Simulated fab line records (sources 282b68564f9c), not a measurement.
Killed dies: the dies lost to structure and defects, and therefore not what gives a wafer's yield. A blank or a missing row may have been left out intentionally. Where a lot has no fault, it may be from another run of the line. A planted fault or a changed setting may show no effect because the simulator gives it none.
Comparing a struck lot with a sound one ; flow ritCmos ; 18 out of 202 route steps
Sound: these wafers, L215.1, L215.3, L215.6. Wafers struck: L221.1, L221.4, L221.6. The cause is given at the end.
Per side, at each step with rows, come the tool, then ch with its chambers, and then its first start. Under that, the readings that differ: sound wafers ; struck wafers ; difference of the means ; sigmas: that difference in standard deviations of wafers without a fault.
alike: readings whose means differ by less than 2 such deviations, and words and numbers that are the same on both sides. not compared: withheld readings, readings that some wafer has no value for, bounds like >300 that may hide the same value, and numbers for which the record gives no deviation and whose values overlap.
Wherever a step has rows on one side only, a row that says differs or no value, or a row with sigmas, the two part there. Numbers that have no deviation but don't overlap get no sigmas and don't part them. Lack of a reading on every wafer of one side parts them only where that side has two or more wafers.

first, 1 step without rows for these wafers: RIT_GATE_HARDBAKE_18 (time 60 s).
RIT_GATE_ETCH_19: etches poly-Si in SF6/CHF3/O2, stops on SiO2, time 165 s, target depth 312.5 nm.
  sound on rieSi-02 ch 0,2,3, day 3 18:49; struck on rieSi-02 ch 1,2,3, day 4 21:21
  alike: SF6_flow_sccm, drypumpMotorCurrentA, oesProductAu, throttleValvePct
  not compared: rfHoursCounterH
RIT_GATE_STRIP_20: strips in O2, time 180 s.
  sound on plasmaAsher-03 ch 0,1, day 3 18:55; struck on plasmaAsher-01 ch 0,1, day 4 21:28
  alike: drypumpMotorCurrentA, o2FlowSccm
  not compared: rfHoursCounterH
RIT_GATE_CD_MEAS_90: target cd 150 nm.
  sound: cdSem-02 at day 3 19:05; struck: cdSem-02 at day 4 21:38
  alike: cdNm
then, 4 steps without rows for these wafers: RIT_REOX_CLEAN_00 (cleans in SC1, time 600 s); RIT_REOX_CLEAN_01 (cleans in dHF, time 30 s); RIT_REOX_CLEAN_02 (cleans in SC2, time 600 s); RIT_REOX_OXIDATION_03 (target thk 25.2 nm, ox time 5580 s).
RIT_REOX_THK_MEAS_04:
  sound: filmMetro-04 at day 3 23:22; struck: filmMetro-03 at day 5 01:01
  alike: REOX_OXIDE_THK
then, 3 steps without rows for these wafers: RIT_NLDD_HMDS_00 (prime time 60 s); RIT_NLDD_COAT_01 (resist thk 1000 nm); RIT_NLDD_SOFTBAKE_02 (time 60 s).
RIT_NLDD_EXPOSE_03: exposes mask M7, target cd 40700 nm.
  sound on ilineStepper-02 ch 0, day 4 00:20; struck on ilineStepper-01 ch 0, day 5 01:39
reading;sound;struck;difference;sigmas
model.NLDD.overlayXNm (nm);-0.1253 -0.1253 -0.1253;-149.8 -149.8 -149.8;-149.7;
  alike: mask
then, 2 steps without rows for these wafers: RIT_NLDD_PEB_04; RIT_NLDD_DEVELOP_05 (develop time 50 s).
RIT_NLDD_OVL_MEAS_06:
  sound: overlay-02 at day 4 00:44; struck: overlay-01 at day 5 02:03
reading;sound;struck;difference;sigmas
NLDD_OVL (nm);0.5 -0.1 -1.1;-148.8 -149.9 -149.0;-149.0;-99 or more
then, 1 step without rows for these wafers: RIT_NLDD_HARDBAKE_07 (time 60 s).
RIT_M1_PROBE_99:
  sound: prober-02 at day 4 16:59; struck: prober-02 at day 5 17:51
reading;sound;struck;difference;sigmas
model.etest.nldd.widthNm (nm);3228 3204 3213;3100 3126 3115;-101;
  alike: killed_at_M0_to_M3, killedAtContacts, killedAtFrontEnd, killedDies, killedOpen, killedShort

WHERE THEY PART
At RIT_NLDD_OVL_MEAS_06 and nowhere else, as far as this record goes. Later steps at which nothing parts them and some readings are alike: RIT_M1_PROBE_99.

WHY: whatever the simulator had introduced
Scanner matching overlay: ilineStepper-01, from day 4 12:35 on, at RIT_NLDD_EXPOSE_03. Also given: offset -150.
